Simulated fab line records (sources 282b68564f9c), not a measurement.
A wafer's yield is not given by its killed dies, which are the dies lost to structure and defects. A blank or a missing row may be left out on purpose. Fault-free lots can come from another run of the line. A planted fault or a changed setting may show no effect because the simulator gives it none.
Split-lot study    flow ritCmos    route with 202 steps; 5 lots, 23 wafers read

THE SPLIT ITSELF
At RIT_SILICIDE_SPUTTER_01 (material Ti, target thk 30 nm, time 240 s), the setting chamberPressurePa was moved away from the recipe's 0.667 Pa on 20 of the 23 wafers read, by -14.8% to +6.2%. All remaining wafers had this setting at the recipe value.

Between the split and the reading, the file records no step.

THE READING
SILICIDE_TI_RS in ohm/sq, measured at RIT_SILICIDE_RS_MEAS_02 by four-point-probe. A value of 47.8 ohm/sq with a standard deviation of 0.76 ohm/sq is what fault-free wafers of this fab line usually give.

wafer   tool, chamber at the split  chamberPressurePa as run, Pa  against the recipe  SILICIDE_TI_RS, ohm/sq  against lot-mates on the recipe
L075.1  pvdSputter-02, -            0.6185                        -7.3%               40.0                    no lot-mate on the recipe
L075.3  pvdSputter-02, -            0.6185                        -7.3%               40.7                    no lot-mate on the recipe
L075.4  pvdSputter-02, -            0.6185                        -7.3%               39.6                    no lot-mate on the recipe
L075.5  pvdSputter-02, -            0.6185                        -7.3%               41.0                    no lot-mate on the recipe
L075.6  pvdSputter-02, -            0.6185                        -7.3%               40.2                    no lot-mate on the recipe
L076.1  pvdSputter-03, -            0.7082                        +6.2%               56.2                    no lot-mate on the recipe
L076.2  pvdSputter-03, -            0.7082                        +6.2%               55.0                    no lot-mate on the recipe
L076.3  pvdSputter-03, -            0.7082                        +6.2%               56.4                    no lot-mate on the recipe
L076.4  pvdSputter-03, -            0.7082                        +6.2%               56.3                    no lot-mate on the recipe
L076.5  pvdSputter-03, -            0.7082                        +6.2%               55.2                    no lot-mate on the recipe
L078.1  pvdSputter-03, -            0.6253                        -6.3%               42.1                    no lot-mate on the recipe
L078.2  pvdSputter-03, -            0.6253                        -6.3%               41.2                    no lot-mate on the recipe
L078.3  pvdSputter-03, -            0.6253                        -6.3%               42.6                    no lot-mate on the recipe
L078.4  pvdSputter-03, -            0.6253                        -6.3%               42.3                    no lot-mate on the recipe
L078.6  pvdSputter-03, -            0.6253                        -6.3%               41.6                    no lot-mate on the recipe
L079.3  pvdSputter-02, -            0.667                         recipe              47.6                    -
L079.4  pvdSputter-02, -            0.667                         recipe              48.5                    -
L079.5  pvdSputter-02, -            0.667                         recipe              47.7                    -
L084.1  pvdSputter-03, -            0.568                         -14.8%              35.2                    no lot-mate on the recipe
L084.2  pvdSputter-03, -            0.568                         -14.8%              34.6                    no lot-mate on the recipe
L084.4  pvdSputter-03, -            0.568                         -14.8%              35.1                    no lot-mate on the recipe
L084.5  pvdSputter-03, -            0.568                         -14.8%              34.8                    no lot-mate on the recipe
L084.6  pvdSputter-03, -            0.568                         -14.8%              35.0                    no lot-mate on the recipe

THE FIT
A straight line over all 23 wafers: SILICIDE_TI_RS changes by +1 ohm/sq for each +1% of chamberPressurePa; r = +0.99; the points scatter about the line by 1.1 ohm/sq.
Too few moved wafers with a lot-mate on the recipe to fit a line net of each lot's own level.

THE WHOLE CHAIN: every reading that the file lists as answering this split, in the file's order
step                     what it does                               reading                                                                           change (the file's fit)                r (the file's)
RIT_SILICIDE_SPUTTER_01  material Ti, target thk 30 nm, time 240 s  Ti_of_SILICIDE_SPUTTER_01.thkNm (the simulator's own value, which no gauge read)  -0.101 nm for each +1% of the setting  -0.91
RIT_SILICIDE_RS_MEAS_02  measures by four-point-probe               SILICIDE_TI_RS                                                                    +1 for each +1% of the setting         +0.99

FILE'S OWN FIT
SILICIDE_TI_RS changes by +1 ohm/sq for each +1% of chamberPressurePa, r = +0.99.
